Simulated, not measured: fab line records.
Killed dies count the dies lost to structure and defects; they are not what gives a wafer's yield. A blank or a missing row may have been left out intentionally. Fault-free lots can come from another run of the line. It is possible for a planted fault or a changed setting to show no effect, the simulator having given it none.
8D (eight disciplines) problem report, filled in by code    flow berkeley cmos170    the parts of the form that need people (team, actions taken, sign-off) are left out

1. WHAT IS WRONG
chamber o2 ppm at UCB170_SILICIDE_RTA_04 reads a mean of 302.008 on 6 wafers of 2 lots; wafers without a fault read 1.997 with a standard deviation of 0.024. That is +99 or more standard deviations from the usual mean.
The step: time 15 s.
First observed at day 10 01:19: wafer L961.2, on rtp anneal-01. The record holds 42 wafers of 14 lots with a number at this step. Rule for "out" (also "out of limits"): further than 4 standard deviations from the usual mean. Any other wafer with a number is counted as sound.

2. WHAT THIS IS AND IS NOT
question                     is                      is not
which readings at this step  chamber o2 ppm          anneal temp c max, lamp power pct, wafer_temp_C_max
which lots                   L961, L965              L952, L953, L955, L957, L958, L959, L960, L964, L967, L969, L972, L974
which wafers of those lots   all that have a number  -
read on which tools          rtp anneal-01           rtp anneal-02
when                         from day 10 01:19       up to then (24 sound wafers); but 12 sound wafers of L967, L969, L972, L974 came after

3. WHAT RULES OUT EACH SUSPECT
Counting: a tool stays on the suspect list if, at a process step up to the reading, it processed all lots that are out and no sound lot following the first of them.
- rtp anneal-02 at UCB170_SDANNEAL_RTA_00 (time 10 s): ruled out as a lasting fault. Sound lots L969, L967, L972, L974 ran on it after its first lot that is out, L961 (day 10 00:26).
- rtp anneal-01 at UCB170_SILICIDE_RTA_04 (time 15 s): kept. Every lot that is out went through it, starting with L961 (day 10 01:19), and after that it ran no sound lot; the last sound lot it ran before then is L960 (day 10 00:26). Its own chamber o2 ppm readings are out on those wafers.
After counting, what remains is rtp anneal-01 at UCB170_SILICIDE_RTA_04.

4. THE CAUSE (what the simulator had put in)
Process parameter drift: rtp anneal-01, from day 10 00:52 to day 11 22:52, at UCB170_SILICIDE_RTA_04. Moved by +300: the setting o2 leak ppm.
Counting left only this tool.

5. THE CHAIN OF EFFECTS, in route order
Each row: a reading whose mean over the struck wafers that have a number lies more than 3 standard deviations from the usual. Only readings for which the record gives a usual standard deviation are gone through. hours: the time from each lot's start at the first step in this table that gives one to its start at this step, as a median over the lots. sigmas: the change in usual standard deviations.
hours  step                    reading         usual  on struck wafers  change    sigmas
0      UCB170_SILICIDE_RTA_04  chamber o2 ppm  1.997  302.008           +300.011  +99 or more
It contains these process steps:
- UCB170_SILICIDE_RTA_04: time 15 s.

6. WHAT WOULD HAVE CAUGHT IT SOONER
First out-of-limits reading in this record: day 10 01:19, which is 0 hours after fault onset at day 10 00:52.
